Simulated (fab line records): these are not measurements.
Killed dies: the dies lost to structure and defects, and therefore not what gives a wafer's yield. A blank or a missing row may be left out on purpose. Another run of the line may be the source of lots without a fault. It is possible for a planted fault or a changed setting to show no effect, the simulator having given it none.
Struck lot and sound lot, side by side ; flow ritCmos ; 26 out of 202 route steps
Sound: the wafers L165.1, L165.2, L165.6. Wafers L170.2, L170.4, L170.5 were the ones struck. The cause is named last.
Per side, at each step with rows, come the tool, then ch with its chambers, and then its first start. Under that, the readings that differ: sound wafers ; struck wafers ; difference of the means ; sigmas: that difference in standard deviations of wafers without a fault.
alike: same words and numbers on both sides, and readings whose means sit less than 2 such deviations apart. not compared: any withheld reading, any reading some wafer has no value for, any bound like >300 that may hide the same value, and any number with overlapping values for which the record gives no deviation.
Wherever a step has rows on one side only, a row that says differs or no value, or a row with sigmas, the two part there. Non-overlapping numbers with no deviation appear without sigmas and do not part them. A reading missing from all wafers of one side parts the sides only when that side holds two or more wafers.

first, 1 step without rows for these wafers: RIT_WELLDRIVE_ANNEAL_00 (time 14700 s).
RIT_WELLDRIVE_RS_MEAS_01: the measuring method here is four-point-probe.
  sound: filmMetro-04 at day 2 04:35; struck: filmMetro-02 at day 3 06:28
  alike: NWELL_RS
RIT_WELLDRIVE_RS_MEAS_02: the measuring method here is four-point-probe.
  sound: filmMetro-04 at day 2 04:42; struck: filmMetro-02 at day 3 06:35
  alike: PWELL_RS
then, 6 steps without rows for these wafers: RIT_NRETRO_HMDS_00 (prime time 60 s); RIT_NRETRO_COAT_01 (resist thk 1300 nm); RIT_NRETRO_SOFTBAKE_02 (time 60 s); RIT_NRETRO_EXPOSE_03 (exposes mask M4, target cd 43900 nm); RIT_NRETRO_PEB_04; RIT_NRETRO_DEVELOP_05 (develop time 68 s).
RIT_NRETRO_OVL_MEAS_06:
  sound: overlay-02 at day 2 05:49; struck: overlay-01 at day 3 07:43
  alike: NRETRO_OVL
then, 2 steps without rows for these wafers: RIT_NRETRO_HARDBAKE_07 (time 120 s); RIT_NRETRO_IMPLANT_08.
RIT_NRETRO_STRIP_09: strips in O2, time 180 s.
  sound on plasmaAsher-04 ch 0,1, day 2 06:16; struck on plasmaAsher-02 ch 0,1, day 3 08:09
  no value came back on the struck wafers for chamberPressureMTorr (mTorr), drypumpMotorCurrentA (A), rfReflPowerW (W); on the sound wafers chamberPressureMTorr (mTorr) reads 3995 4003 4002
reading;sound;struck;difference;sigmas
model.NOVOLAK_of_NRETRO_COAT_01.thkNm (nm);0 0 0;1143 1142 1142;+1142;
  not compared: rfHoursCounterH
RIT_NRETRO_TW_MEAS_10:
  sound: filmMetro-03 at day 2 06:26; struck: filmMetro-02 at day 3 08:20
  alike: NRETRO_TW
then, 6 steps without rows for these wafers: RIT_PRETRO_HMDS_00 (prime time 60 s); RIT_PRETRO_COAT_01 (resist thk 1300 nm); RIT_PRETRO_SOFTBAKE_02 (time 60 s); RIT_PRETRO_EXPOSE_03 (exposes mask M5, target cd 43700 nm); RIT_PRETRO_PEB_04; RIT_PRETRO_DEVELOP_05 (develop time 68 s).
RIT_PRETRO_OVL_MEAS_06:
  sound: overlay-02 at day 2 07:22; struck: overlay-02 at day 3 09:16
  alike: PRETRO_OVL
then, 2 steps without rows for these wafers: RIT_PRETRO_HARDBAKE_07 (time 120 s); RIT_PRETRO_IMPLANT_08.
RIT_PRETRO_STRIP_09: strips in O2, time 180 s.
  sound on plasmaAsher-02 ch 0,1, day 2 07:49; struck on plasmaAsher-01 ch 0,1, day 3 09:42
  alike: chamberPressureMTorr, drypumpMotorCurrentA, rfReflPowerW
  not compared: rfHoursCounterH
RIT_PRETRO_TW_MEAS_10:
  sound: filmMetro-02 at day 2 07:59; struck: filmMetro-02 at day 3 09:53
reading;sound;struck;difference;sigmas
PRETRO_TW;472 472 472;30 30 30;-442;-98
then, 1 step without rows for these wafers: RIT_GATE_WET_ETCH_00 (etches SiO2 in BOE, target depth 56 nm, time 60 s).

== WHERE THEY PART ==
Last at RIT_PRETRO_TW_MEAS_10 as far as this record goes, first at RIT_NRETRO_STRIP_09.

WHY: the cause the simulator had injected
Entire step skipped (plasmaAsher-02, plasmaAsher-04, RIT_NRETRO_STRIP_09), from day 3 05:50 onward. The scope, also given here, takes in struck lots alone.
